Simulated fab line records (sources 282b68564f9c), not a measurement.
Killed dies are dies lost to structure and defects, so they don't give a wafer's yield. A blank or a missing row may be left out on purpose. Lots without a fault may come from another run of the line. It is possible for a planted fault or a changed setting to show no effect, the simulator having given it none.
fab line records + flow rit_cmos
record
- lots=13
- wafers=39
- last_day=7
route steps=202 shown ACTIVE@2 PLDD@120 CONTACT@179 M1@198
lots that met no fault: taken from a fault-free run of the same line
start_h: start of the lot's first displayed wafer, in hours after the record's first day + wait_h: hours elapsed since this lot's preceding step + " same as the row above + L1.1+2: a single row standing in for several wafers + - either no value or no given start + * or withheld: withheld + < > ~ a bound
route shown NAME@n: a module of which the file shows steps, and the number in the route of the first + usual: mean and standard deviation over wafers with no fault + same: alike in all rows + chamber/n: place in a boat + sites: readings site by site + _std_site: how widely they spread, as a standard deviation + _edge_site: the outer-site mean with the inner-site mean subtracted + radius_mm: how far each site lies from the wafer's centre + mask NAME#n: copy n + behind: the most recent tool/chamber to have shaped the wafer + hold: what put the lot on hold/how long, in hours/how the hold closed + device: names the non-switching transistor (n, p or np) + end of line: at the end of the route, the tests of the same wafers + a step given without rows: its recipe and nothing more + killed: not the wafer's yield, but the dies lost to structure and defects at the first sort + map: shows each die of a wafer: x if killed, . if not, _ if none is there
set.NAME: the run value of the setting; set.NAME@STEP: its run value at that earlier step + model.NAME: the simulator's own value behind a step, which no gauge read
the route's steps for a sample of lots (tables are steps, rows are wafers)
services: from which hour (start_h, from the record's first day; less than 0 if before it) a tool's chamber was out of use, for how many hours, and why
## steps
# step RIT_ACTIVE_OXIDATION_01
# recipe
- temp_c=1000
- ambient=O2
- target_thk_a=468
- ox_time_s=3360
| lot.wafer  | tool       | chamber | start_h | wait_h |
|------------|------------|---------|---------|--------|
| L678.1+2+3 | furnace-02 | 0       | 10.58   | 0.6    |
| L680.1+2+5 | furnace-04 | 0       | 21.32   | 1.3    |
| L681.1+2+6 | furnace-04 | 0       | 25.19   | 0.2    |
| L682.1+4+5 | furnace-03 | 0       | 30.12   | 0.1    |
| L687.1+4+5 | furnace-04 | 0       | 55.67   | 0.6    |
| L692.2+3+6 | furnace-03 | 0       | 80.12   | 0.1    |
| L693.1+4+6 | furnace-03 | 0       | 85.12   | 0.1    |
| L694.2+3+4 | furnace-03 | 0       | 90.12   | 0.1    |
| L696.2+4+5 | furnace-02 | 0       | 100.12  | 0.1    |
| L698.1+4+6 | furnace-03 | 0       | 110.12  | 0.1    |
| L699.2+3+4 | furnace-03 | 0       | 115.12  | 0.1    |
| L700.1+4+5 | furnace-02 | 0       | 120.12  | 0.1    |
| L701.3+4+6 | furnace-02 | 0       | 125.12  | 0.1    |
# step RIT_ACTIVE_THK_MEAS_02
# recipe
- reads=SiO2_of_ACTIVE_OXIDATION_01
# usual
- ACTIVE_OXIDE_THK=46.8/1.1
| lot.wafer | tool          | chamber | start_h | wait_h | ACTIVE_OXIDE_THK[nm] |
|-----------|---------------|---------|---------|--------|----------------------|
| L678.1    | film_metro-03 | -       | 12.52   | 0.0    | 45.2                 |
| L678.2    | "             | -       | "       | "      | 44.2                 |
| L678.3    | "             | -       | "       | "      | 44.3                 |
| L680.1    | film_metro-04 | -       | 23.25   | 0.0    | 45.2                 |
| L680.2    | "             | -       | "       | "      | 46.7                 |
| L680.5    | "             | -       | "       | "      | 46.0                 |
| L681.1    | film_metro-02 | -       | 27.12   | 0.0    | 48.1                 |
| L681.2    | "             | -       | "       | "      | 47.8                 |
| L681.6    | "             | -       | "       | "      | 48.3                 |
| L682.1    | film_metro-03 | -       | 32.05   | 0.0    | 48.1                 |
| L682.4    | "             | -       | "       | "      | 47.3                 |
| L682.5    | "             | -       | "       | "      | 47.8                 |
| L687.1    | film_metro-04 | -       | 57.60   | 0.0    | 52.5                 |
| L687.4    | "             | -       | "       | "      | 51.6                 |
| L687.5    | "             | -       | "       | "      | 52.5                 |
| L692.2    | film_metro-02 | -       | 82.06   | 0.0    | 45.9                 |
| L692.3    | "             | -       | "       | "      | 46.3                 |
| L692.6    | "             | -       | "       | "      | 46.4                 |
| L693.1    | film_metro-04 | -       | 87.05   | 0.0    | 46.6                 |
| L693.4    | "             | -       | "       | "      | 47.8                 |
| L693.6    | "             | -       | "       | "      | 47.5                 |
| L694.2    | film_metro-04 | -       | 92.06   | 0.0    | 47.4                 |
| L694.3    | "             | -       | "       | "      | 47.6                 |
| L694.4    | "             | -       | "       | "      | 47.6                 |
| L696.2    | film_metro-03 | -       | 102.06  | 0.0    | 48.1                 |
| L696.4    | "             | -       | "       | "      | 47.8                 |
| L696.5    | "             | -       | "       | "      | 48.2                 |
| L698.1    | film_metro-04 | -       | 112.05  | 0.0    | 47.9                 |
| L698.4    | "             | -       | "       | "      | 48.6                 |
| L698.6    | "             | -       | "       | "      | 48.0                 |
| L699.2    | film_metro-04 | -       | 117.06  | 0.0    | 48.3                 |
| L699.3    | "             | -       | "       | "      | 46.4                 |
| L699.4    | "             | -       | "       | "      | 47.9                 |
| L700.1    | film_metro-04 | -       | 122.05  | 0.0    | 46.9                 |
| L700.4    | "             | -       | "       | "      | 47.9                 |
| L700.5    | "             | -       | "       | "      | 47.4                 |
| L701.3    | film_metro-02 | -       | 127.07  | 0.0    | 46.8                 |
| L701.4    | "             | -       | "       | "      | 46.0                 |
| L701.6    | "             | -       | "       | "      | 47.0                 |
# step RIT_PLDD_OVL_MEAS_06
# usual
- PLDD_OVL=-0.7/1.4
| lot.wafer | tool       | chamber | start_h | wait_h | PLDD_OVL[nm] |
|-----------|------------|---------|---------|--------|--------------|
| L678.1    | overlay-01 | -       | 44.15   | -      | 0.8          |
| L678.2    | "          | -       | "       | "      | 0.3          |
| L678.3    | "          | -       | "       | "      | 1.0          |
| L680.1    | overlay-01 | -       | 54.49   | -      | 1.1          |
| L680.2    | "          | -       | "       | "      | 1.6          |
| L680.5    | "          | -       | "       | "      | 1.6          |
| L681.1    | overlay-01 | -       | 58.35   | -      | -2.2         |
| L681.2    | "          | -       | "       | "      | -3.4         |
| L681.6    | "          | -       | "       | "      | -4.0         |
| L682.1    | overlay-01 | -       | 64.93   | -      | -1.8         |
| L682.4    | "          | -       | "       | "      | -0.8         |
| L682.5    | "          | -       | "       | "      | -1.5         |
| L687.1    | overlay-02 | -       | 88.78   | -      | -2.2         |
| L687.4    | "          | -       | "       | "      | -1.9         |
| L687.5    | "          | -       | "       | "      | -1.4         |
| L692.2    | overlay-01 | -       | 113.54  | -      | 0.9          |
| L692.3    | "          | -       | "       | "      | -1.1         |
| L692.6    | "          | -       | "       | "      | -0.5         |
| L693.1    | overlay-02 | -       | 117.42  | -      | 0.1          |
| L693.4    | "          | -       | "       | "      | -0.6         |
| L693.6    | "          | -       | "       | "      | 0.1          |
| L694.2    | overlay-02 | -       | 122.80  | -      | -3.1         |
| L694.3    | "          | -       | "       | "      | -1.9         |
| L694.4    | "          | -       | "       | "      | -2.5         |
| L696.2    | overlay-02 | -       | 133.58  | -      | 0.1          |
| L696.4    | "          | -       | "       | "      | 2.1          |
| L696.5    | "          | -       | "       | "      | 1.7          |
| L698.1    | overlay-02 | -       | 145.28  | -      | 0.0          |
| L698.4    | "          | -       | "       | "      | -1.9         |
| L698.6    | "          | -       | "       | "      | -2.1         |
| L699.2    | overlay-02 | -       | 149.80  | -      | 0.7          |
| L699.3    | "          | -       | "       | "      | 1.6          |
| L699.4    | "          | -       | "       | "      | 1.5          |
| L700.1    | overlay-01 | -       | 154.90  | -      | -0.7         |
| L700.4    | "          | -       | "       | "      | -2.8         |
| L700.5    | "          | -       | "       | "      | -1.7         |
| L701.3    | overlay-02 | -       | 162.07  | -      | -0.3         |
| L701.4    | "          | -       | "       | "      | -0.9         |
| L701.6    | "          | -       | "       | "      | -1.7         |
# step RIT_CONTACT_ETCH_11
# recipe
- target_depth_a=4800
- over_etch_frac=0.2
- stop_on=TiSi2
- chemistry=CHF3/CF4/Ar
- target=SiO2
- CHF3_flow_sccm=50
- cf4_flow_sccm=10
- Ar_flow_sccm=100
- O2_flow_sccm=5
- pressure_mtorr=100
- rf_w=200
- time_s=320
# usual
- CHF3_flow_sccm=49.97/0.15
- drypump_motor_current_A=5.8/0.44
- oes_product_au=0.987/0.016
- throttle_valve_pct=8.92/0.12
| lot.wafer | tool        | chamber | start_h | wait_h | CHF3_flow_sccm | drypump_motor_current_A | oes_product_au | rf_hours_counter_h | throttle_valve_pct |
|-----------|-------------|---------|---------|--------|----------------|-------------------------|----------------|--------------------|--------------------|
| L678.1    | rie_diel-02 | 3       | 53.68   | 0.1    | 50.14          | 6.0                     | 1.004          | 118                | 9.04               |
| L678.2    | "           | 0       | "       | "      | 49.90          | 5.3                     | 0.971          | 4                  | 8.90               |
| L678.3    | "           | 2       | "       | "      | 50.06          | 5.5                     | 0.972          | 58                 | 8.88               |
| L680.1    | rie_diel-01 | 0       | 63.55   | 0.1    | 49.94          | 5.5                     | 0.991          | 6                  | 8.87               |
| L680.2    | "           | 3       | "       | "      | 49.80          | 5.6                     | 0.993          | 4                  | 9.08               |
| L680.5    | "           | 1       | "       | "      | 49.69          | 6.6                     | 1.001          | -                  | 8.67               |
| L681.1    | rie_diel-04 | 1       | 67.73   | 0.1    | 49.87          | 5.7                     | 0.981          | 84                 | 8.80               |
| L681.2    | "           | 3       | "       | "      | 49.84          | 5.5                     | 1.005          | 2                  | 9.02               |
| L681.6    | "           | 2       | "       | "      | 50.00          | 6.2                     | 0.964          | -                  | 9.05               |
| L682.1    | rie_diel-04 | 1       | 74.04   | 0.1    | 50.13          | 5.7                     | 0.970          | 85                 | 8.81               |
| L682.4    | "           | 3       | "       | "      | 49.90          | 5.4                     | 0.996          | 2                  | 9.03               |
| L682.5    | "           | 1       | "       | "      | 50.00          | 5.8                     | 0.980          | -                  | 8.81               |
| L687.1    | rie_diel-04 | 1       | 97.63   | 0.1    | 50.02          | 5.7                     | 0.974          | 85                 | 8.78               |
| L687.4    | "           | 3       | "       | "      | 49.95          | 5.5                     | 1.000          | 3                  | 9.01               |
| L687.5    | "           | 2       | "       | "      | 49.92          | 6.2                     | 0.952          | -                  | 9.06               |
| L692.2    | rie_diel-01 | 3       | 122.39  | 0.1    | 49.62          | 5.5                     | 1.003          | 5                  | 9.07               |
| L692.3    | "           | 2       | "       | "      | 50.00          | 5.7                     | 1.017          | 57                 | 9.00               |
| L692.6    | "           | 3       | "       | "      | 49.97          | 5.6                     | 0.994          | -                  | 9.09               |
| L693.1    | rie_diel-04 | 2       | 126.54  | 0.1    | 49.96          | 6.2                     | 0.962          | 9                  | 9.05               |
| L693.4    | "           | 0       | "       | "      | 49.97          | 6.2                     | 0.972          | 7                  | 8.91               |
| L693.6    | "           | 1       | "       | "      | 50.17          | 5.8                     | 0.976          | -                  | 8.81               |
| L694.2    | rie_diel-02 | 2       | 131.74  | 0.1    | 49.99          | 5.5                     | 0.969          | 59                 | 8.88               |
| L694.3    | "           | 1       | "       | "      | 49.83          | 4.9                     | 0.996          | 152                | 8.79               |
| L694.4    | "           | 0       | "       | "      | 50.10          | 5.3                     | 0.965          | 6                  | 8.92               |
| L696.2    | rie_diel-04 | 3       | 142.44  | 0.1    | 50.18          | 5.4                     | 1.001          | 4                  | 9.02               |
| L696.4    | "           | 2       | "       | "      | 49.81          | 6.2                     | 0.964          | 9                  | 9.06               |
| L696.5    | "           | 3       | "       | "      | 49.90          | 5.4                     | 0.994          | -                  | 9.05               |
| L698.1    | rie_diel-02 | 0       | 154.25  | 0.1    | 50.02          | 5.3                     | 0.968          | 6                  | 8.90               |
| L698.4    | "           | 2       | "       | "      | 50.12          | 5.6                     | 0.978          | -                  | 8.88               |
| L698.6    | "           | 0       | "       | "      | 50.04          | 5.3                     | 0.961          | -                  | 8.91               |
| L699.2    | rie_diel-04 | 3       | 158.85  | 0.1    | 50.04          | 5.5                     | 1.002          | 4                  | 9.03               |
| L699.3    | "           | 2       | "       | "      | 49.76          | 6.2                     | 0.966          | 9                  | 9.06               |
| L699.4    | "           | 0       | "       | "      | 49.95          | 6.2                     | 0.976          | 8                  | 8.89               |
| L700.1    | rie_diel-01 | 3       | 164.05  | 0.1    | 50.16          | 5.5                     | 1.000          | 6                  | 9.08               |
| L700.4    | "           | 1       | "       | "      | 49.77          | 6.6                     | 1.003          | 8                  | 8.69               |
| L700.5    | "           | 1       | "       | "      | 49.72          | 6.6                     | 0.998          | -                  | 8.68               |
| L701.3    | rie_diel-04 | 1       | 172.46  | 0.1    | 50.27          | 5.7                     | 0.983          | 87                 | 8.80               |
| L701.4    | "           | 3       | "       | "      | 50.12          | 5.5                     | 0.998          | 4                  | 9.03               |
| L701.6    | "           | 0       | "       | "      | 50.19          | 6.2                     | 0.974          | -                  | 8.90               |
# step RIT_M1_STRIP_14
# recipe
- chemistry=O2
- time_s=180
- platen_temp_c=withheld
- power_w=500
- pressure_mtorr=4000
- o2_flow_sccm=4000
# usual
- drypump_motor_current_A=5.82/0.25
| lot.wafer | tool            | chamber | start_h | wait_h | drypump_motor_current_A | rf_hours_counter_h |
|-----------|-----------------|---------|---------|--------|-------------------------|--------------------|
| L678.1    | plasma_asher-03 | 0       | 56.86   | 0.0    | 5.95                    | 44                 |
| L678.2    | "               | 1       | "       | "      | 5.50                    | 44                 |
| L678.3    | "               | 1       | "       | "      | 5.49                    | -                  |
| L680.1    | plasma_asher-03 | 0       | 66.63   | 0.0    | 5.97                    | 45                 |
| L680.2    | "               | 1       | "       | "      | 5.48                    | 45                 |
| L680.5    | "               | 0       | "       | "      | 5.96                    | -                  |
| L681.1    | plasma_asher-01 | 1       | 71.04   | 0.0    | 5.75                    | 30                 |
| L681.2    | "               | 0       | "       | "      | 6.17                    | 30                 |
| L681.6    | "               | 0       | "       | "      | 6.17                    | -                  |
| L682.1    | plasma_asher-03 | 0       | 77.04   | 0.0    | 5.93                    | 46                 |
| L682.4    | "               | 1       | "       | "      | 5.42                    | -                  |
| L682.5    | "               | 0       | "       | "      | 5.95                    | -                  |
| L687.1    | plasma_asher-02 | 1       | 100.75  | 0.0    | 5.52                    | 39                 |
| L687.4    | "               | 0       | "       | "      | 5.60                    | -                  |
| L687.5    | "               | 0       | "       | "      | 5.58                    | -                  |
| L692.2    | plasma_asher-02 | 1       | 125.36  | 0.0    | 5.54                    | 1                  |
| L692.3    | "               | 0       | "       | "      | 5.60                    | -                  |
| L692.6    | "               | 1       | "       | "      | 5.53                    | -                  |
| L693.1    | plasma_asher-01 | 1       | 129.61  | 0.0    | 5.78                    | 37                 |
| L693.4    | "               | 1       | "       | "      | 5.77                    | -                  |
| L693.6    | "               | 0       | "       | "      | 6.15                    | -                  |
| L694.2    | plasma_asher-01 | 0       | 134.81  | 0.0    | 6.17                    | 37                 |
| L694.3    | "               | 0       | "       | "      | 6.17                    | -                  |
| L694.4    | "               | 1       | "       | "      | 5.78                    | -                  |
| L696.2    | plasma_asher-01 | 1       | 145.40  | 0.0    | 5.75                    | 38                 |
| L696.4    | "               | 1       | "       | "      | 5.76                    | -                  |
| L696.5    | "               | 1       | "       | "      | 5.75                    | -                  |
| L698.1    | plasma_asher-02 | 0       | 157.34  | 0.0    | 5.62                    | 4                  |
| L698.4    | "               | 1       | "       | "      | 5.53                    | -                  |
| L698.6    | "               | 1       | "       | "      | 5.55                    | -                  |
| L699.2    | plasma_asher-01 | 0       | 161.81  | 0.0    | 6.20                    | 40                 |
| L699.3    | "               | 0       | "       | "      | 6.21                    | -                  |
| L699.4    | "               | 1       | "       | "      | 5.77                    | -                  |
| L700.1    | plasma_asher-01 | 0       | 167.07  | 0.0    | 6.18                    | 40                 |
| L700.4    | "               | 0       | "       | "      | 6.17                    | -                  |
| L700.5    | "               | 0       | "       | "      | 6.15                    | -                  |
| L701.3    | plasma_asher-01 | 1       | 175.84  | 0.1    | 5.77                    | -                  |
| L701.4    | "               | 0       | "       | "      | 6.19                    | -                  |
| L701.6    | "               | 0       | "       | "      | 6.18                    | -                  |
# step RIT_M1_PROBE_99
# usual
- killed_at_contacts=0.1/0.24
- killed_at_front_end=7/3
- killed_dies=7/3
- killed_on_rim=1.9/1.4
- killed_open=3.2/1.8
- killed_short=3.5/2.1
# same
- gross_dies=264
- killed_at_M0_to_M3=0
- killed_at_M4_up=0
- killed_at_back_side=0
- killed_at_other=0
| lot.wafer | tool      | chamber | start_h | wait_h | killed_at_contacts | killed_at_front_end | killed_dies | killed_on_rim | killed_open | killed_short |
|-----------|-----------|---------|---------|--------|--------------------|---------------------|-------------|---------------|-------------|--------------|
| L682.1    | prober-01 | -       | 78.96   | 0.1    | 0                  | 9                   | 9           | 4             | 5           | 4            |
| L682.4    | prober-01 | -       | 79.11   | 0.2    | 0                  | 7                   | 7           | 4             | 6           | 1            |
| L682.5    | prober-01 | -       | 79.16   | 0.2    | 0                  | 6                   | 6           | 2             | 4           | 2            |
| L687.1    | prober-01 | -       | 102.66  | 0.1    | 0                  | 5                   | 5           | 4             | 3           | 2            |
| L687.4    | prober-01 | -       | 102.81  | 0.2    | 0                  | 6                   | 6           | 4             | 2           | 4            |
| L687.5    | prober-01 | -       | 102.86  | 0.2    | 0                  | 13                  | 13          | 2             | 6           | 7            |
| L692.2    | prober-02 | -       | 128.62  | 0.1    | 0                  | 8                   | 8           | 4             | 4           | 4            |
| L692.3    | prober-02 | -       | 128.67  | 0.2    | 0                  | 6                   | 6           | 0             | 3           | 3            |
| L692.6    | prober-02 | -       | 128.82  | 0.2    | 0                  | 4                   | 4           | 1             | 1           | 3            |
| L694.2    | prober-02 | -       | 139.36  | 0.1    | 0                  | 7                   | 7           | 3             | 3           | 4            |
| L694.3    | prober-02 | -       | 139.41  | 0.2    | 0                  | 7                   | 7           | 2             | 3           | 4            |
| L694.4    | prober-02 | -       | 139.46  | 0.2    | 1                  | 5                   | 6           | 2             | 1           | 5            |
# killed by level:class
L682.1 GATE:geometric_particle:open=2 GATE:geometric_particle:short=2 REOX:geometric_particle:open=2 REOX:geometric_particle:short=2 SILICIDE:geometric_particle:open=1
L682.4 GATE:geometric_particle:open=3 SILICIDE:geometric_particle:open=2 FOX2:geometric_particle:open=1 REOX:geometric_particle:short=1
L682.5 GATE:geometric_particle:open=2 REOX:geometric_particle:open=1 REOX:geometric_particle:short=1 SILICIDE:geometric_particle:open=1 SILICIDE:geometric_particle:short=1
L687.1 SILICIDE:geometric_particle:open=2 FOX1:geometric_particle:short=1 FOX1:geometric_particle:open=1 REOX:geometric_particle:short=1
L687.4 SPACER:geometric_particle:short=2 SILICIDE:geometric_particle:open=2 FOX1:geometric_particle:short=1 GATE:geometric_particle:short=1
L687.5 FOX1:geometric_particle:short=5 GATE:geometric_particle:open=4 REOX:geometric_particle:open=2 FOX2:geometric_particle:short=1 SILICIDE:geometric_particle:short=1
L692.2 GATE:geometric_particle:short=2 SPACER:geometric_particle:short=2 GATE:geometric_particle:open=1 REOX:geometric_particle:open=1 SPACER:geometric_particle:open=1 SILICIDE:geometric_particle:open=1
L692.3 GATE:geometric_particle:short=3 SPACER:geometric_particle:open=2 GATE:geometric_particle:open=1
L692.6 REOX:geometric_particle:short=2 GATE:geometric_particle:short=1 REOX:geometric_particle:open=1
L694.2 SILICIDE:geometric_particle:short=2 FOX1:geometric_particle:open=1 FOX1:geometric_particle:short=1 GATE:geometric_particle:open=1 REOX:geometric_particle:open=1 REOX:geometric_particle:short=1
L694.3 FOX1:geometric_particle:short=2 GATE:geometric_particle:open=2 GATE:geometric_particle:short=1 SILICIDE:geometric_particle:short=1 SILICIDE:geometric_particle:open=1
L694.4 SILICIDE:geometric_particle:short=2 ACTIVE:geometric_particle:short=1 GATE:geometric_particle:short=1 SILICIDE:geometric_particle:open=1 CONTACT:geometric_particle:short=1
## services
| tool            | chamber | start_h | hours | kind       |
|-----------------|---------|---------|-------|------------|
| rie_diel-02     | -       | -9.37   | 0.5   | repair     |
| furnace-04      | -       | 14.07   | 4.7   | pm         |
| furnace-02      | -       | 21.50   | 4.1   | pm         |
| plasma_asher-03 | -       | 25.21   | 1.6   | repair     |
| plasma_asher-03 | -       | 25.40   | 3.0   | repair     |
| rie_diel-02     | 1       | 32.02   | 2.8   | repair     |
| rie_diel-02     | 1       | 58.30   | 5.1   | repair     |
| plasma_asher-03 | -       | 60.21   | 2.8   | pm         |
| plasma_asher-03 | -       | 81.50   | 28.1  | pm         |
| rie_diel-02     | 1       | 90.58   | 3.9   | repair     |
| rie_diel-02     | 2       | 104.33  | 14.5  | repair     |
| rie_diel-01     | -       | 107.19  | 14.6  | pm         |
| plasma_asher-02 | -       | 108.75  | 9.0   | pm         |
| plasma_asher-02 | 0       | 108.75  | 9.0   | vent_cycle |
| plasma_asher-02 | 1       | 108.75  | 9.0   | vent_cycle |
| rie_diel-04     | -       | 116.13  | 2.8   | pm         |
| plasma_asher-02 | 0       | 117.75  | -     | clean      |
| plasma_asher-02 | 1       | 117.75  | -     | clean      |
| rie_diel-01     | -       | 122.60  | 1.5   | repair     |
| rie_diel-02     | 0       | 128.17  | 2.4   | repair     |
| plasma_asher-03 | -       | 131.59  | 9.1   | repair     |
| rie_diel-01     | 2       | 135.59  | 19.8  | repair     |
| rie_diel-02     | 1       | 143.58  | -     | clean      |
| rie_diel-02     | 2       | 143.72  | 1.5   | repair     |
## key
first_sign
- step=RIT_ACTIVE_THK_MEAS_02
- reading=ACTIVE_OXIDE_THK
- direction=up
- sigmas=5.1
- usual=46.8
- struck=52.2
effect none on later readings
met_at RIT_ACTIVE_OXIDATION_01
struck_lots L687
tester_left_out L687
not_acting_at RIT_PLDD_OVL_MEAS_06,RIT_CONTACT_ETCH_11,RIT_M1_STRIP_14
onset_between 25.19 55.67
fault
- kind=process_parameter_drift
- tool=furnace-04
- chamber=-
- onset_h=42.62
- steps=RIT_ACTIVE_OXIDATION_01
- channel=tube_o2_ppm
- offset=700
- shape=step
- end_h=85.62
# tester_left_out: of these lots the tester's yield and bins aren't shown, on N5 and GAA mostly nor the transistor test; their killed dies are dies lost to structure and defects alone, not to doping, threshold or leakage, so they don't give the yield
